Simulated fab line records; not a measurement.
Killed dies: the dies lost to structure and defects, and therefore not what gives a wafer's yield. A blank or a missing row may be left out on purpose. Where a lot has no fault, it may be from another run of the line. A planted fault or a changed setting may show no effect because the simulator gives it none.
Which tool was responsible? -- flow berkeley-cmos170 -- Sampling: 7 lots, 21 wafers, 2 of 331 route steps

== WHAT THE GAUGES SHOWED, per wafer ==
UCB170_ACTIVE_THK_MEAS_06.
lot,measured,on,ACTIVE_NITRIDE_THK (nm)
L782,day 4 10:32,film-metro-04,221.0 221.1 221.4
L785,day 4 20:56,film-metro-02,338.6 338.4 338.6
L792,day 6 19:43,film-metro-04,218.6 220.0 219.7
L795,day 8 01:32,film-metro-02,220.6 217.2 217.9
L797,day 8 07:12,film-metro-04,222.4 224.7 222.3
L799,day 8 07:16,film-metro-04,219.1 218.0 219.4
L801,day 8 09:27,film-metro-04,219.5 220.5 218.6

== WHICH TOOL RAN EACH LOT (tool, then ch and the chambers of the sampled wafers, then the start) ==
lot,UCB170_ACTIVE_CVD_05
L782,"lpcvd-02 ch 1, day 4 08:35"
L785,"lpcvd-02 ch 0, day 4 19:01"
L792,"lpcvd-01 ch 1, day 6 17:49"
L795,"lpcvd-02 ch 1, day 7 22:39"
L797,"lpcvd-01 ch 0, day 8 05:17"
L799,"lpcvd-01 ch 0, day 8 05:17"
L801,"lpcvd-02 ch 0, day 8 07:32"
- UCB170_ACTIVE_CVD_05: deposits Si3N4 from SiH2Cl2/NH3, target thk 220 nm, time 3300 s.

== THE ANSWER, worked out from the rows above alone ==
Rule: usual is defined by the lots themselves. The widest of any qualifying gaps counts: lots, ordered by their means at a reading, are off when they make up no more than a third of the lots, leave a main group of 4 or more, and stand apart from it by 3 or more times the standard deviation of that group's means. A main group whose means are all the same, to the digits that the tables above print for the reading, isn't used. A lot without any number at a reading at which 4 lots or more have one is off too. The other lots that the step has rows for count as sound.
Off: L785, at UCB170_ACTIVE_THK_MEAS_06 (ACTIVE_NITRIDE_THK). For the main group the mean is 220.1 nm and the standard deviation 1.6.
If a tool, at a process step before that reading, ran all the lots that are off and no sound lot after the first of them, it fits. Those tools and the gauges at UCB170_ACTIVE_THK_MEAS_06 are tried in the same way. No candidate that was tried fits.

== WHAT THE SIMULATOR HAD INSERTED ==
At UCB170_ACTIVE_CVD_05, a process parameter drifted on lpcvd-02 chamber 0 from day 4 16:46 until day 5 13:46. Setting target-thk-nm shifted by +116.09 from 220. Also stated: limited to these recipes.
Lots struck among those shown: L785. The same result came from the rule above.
